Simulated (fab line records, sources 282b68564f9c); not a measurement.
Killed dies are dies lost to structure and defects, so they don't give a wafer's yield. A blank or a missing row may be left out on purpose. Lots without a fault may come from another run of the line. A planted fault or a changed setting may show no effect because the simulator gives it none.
A struck lot beside a sound one | flow rit_cmos | 15 steps out of a route of 202
Sound: wafers L130.3, L130.4, L130.5. Struck: wafers L136.2, L136.4, L136.6. The cause comes at the end.
At each step with rows: each side's tool, then ch and its chambers, then its first start. Under that, the readings that differ: sound wafers | struck wafers | difference of the means | sigmas: that difference in standard deviations of wafers without a fault.
alike: readings whose means differ by less than 2 such deviations, and words and numbers that are the same on both sides. not compared: withheld readings, readings that some wafer has no value for, bounds like >300 that may hide the same value, and numbers for which the record gives no deviation and whose values overlap.
The two part at a step that has a row with sigmas, a row that says differs or no value, or rows on one side only. Numbers that don't overlap but have no deviation are shown without sigmas and don't part them. A reading that every wafer of one side lacks parts them only if that side has two wafers or more.

first, 1 step without rows for these wafers: RIT_SILICIDE_WET_ETCH_00 (etches SiO2 in BOE, target depth 14 nm, time 15 s).
RIT_SILICIDE_SPUTTER_01: material Ti, target thk 30 nm, time 240 s.
  sound on pvd_sputter-01, day 4 19:20; struck on pvd_sputter-03, day 6 06:08
  alike: substrate_temp_c, throttle_valve_pct
RIT_SILICIDE_RS_MEAS_02: measures by four-point-probe.
  sound on film_metro-01, day 4 19:31; struck on film_metro-02, day 6 06:19
  alike: SILICIDE_TI_RS
RIT_SILICIDE_THK_MEAS_03: measures by xrf.
  sound on film_metro-01, day 4 19:37; struck on film_metro-02, day 6 06:25
  alike: SILICIDE_TI_THK
RIT_SILICIDE_RTA_04: time 10 s, ramp up 5 s, ramp down 5 s.
  sound on rtp_anneal-01 ch 0, day 4 19:41; struck on rtp_anneal-02 ch 0, day 6 06:29
  alike: anneal_temp_c_max, wafer_temp_C_max
then, 1 step without rows for these wafers: RIT_SILICIDE_WET_ETCH_05 (etches Ti in SPM, time 120 s).
RIT_SILICIDE_RTA_06: time 10 s, ramp up 5 s, ramp down 10 s.
  sound on rtp_anneal-02 ch 0, day 4 19:47; struck on rtp_anneal-01 ch 0, day 6 06:35
  alike: anneal_temp_c_max, wafer_temp_C_max
RIT_CONTACT_CVD_00: deposits SiO2 from TEOS, target thk 400 nm, time 61 s.
  sound on pecvd-04 ch 0,1,2, day 4 19:50; struck on pecvd-01 ch 1,2, day 6 06:38
  alike: heater_power_w
RIT_CONTACT_THK_MEAS_01:
  sound on film_metro-02, day 4 19:55; struck on film_metro-01, day 6 06:42
  alike: CONTACT_TEOS_THK
then, 3 steps without rows for these wafers: RIT_CONTACT_HMDS_02 (prime time 60 s); RIT_CONTACT_COAT_03 (resist thk 1000 nm); RIT_CONTACT_SOFTBAKE_04 (time 60 s).
RIT_CONTACT_EXPOSE_05: exposes mask M11, target cd 1000 nm.
  sound on iline_stepper-02 ch 0, day 4 20:26; struck on iline_stepper-02 ch 0, day 6 07:21
  reading                         | sound                   | struck            | difference | sigmas
  model.CONTACT.overlay_x_nm (nm) | 0.04957 0.04957 0.04957 | 2.658 2.658 2.658 | +2.608     |
  alike: mask, exposure_dose_mJ_cm2, focus_offset_nm
then, 1 step without rows for these wafers: RIT_CONTACT_PEB_06.
RIT_M1_PROBE_99:
  sound on prober-01, day 5 02:20; struck on prober-01, day 6 13:47
  reading             | sound  | struck | difference | sigmas
  killed_at_front_end | 10 7 7 | 2 3 2  | -6         | -2
  killed_dies         | 10 7 7 | 2 3 2  | -6         | -2
  alike: killed_on_rim, killed_open, killed_short

WHERE THEY PART
Only at RIT_M1_PROBE_99, within this record.

WHY: what the simulator had put in
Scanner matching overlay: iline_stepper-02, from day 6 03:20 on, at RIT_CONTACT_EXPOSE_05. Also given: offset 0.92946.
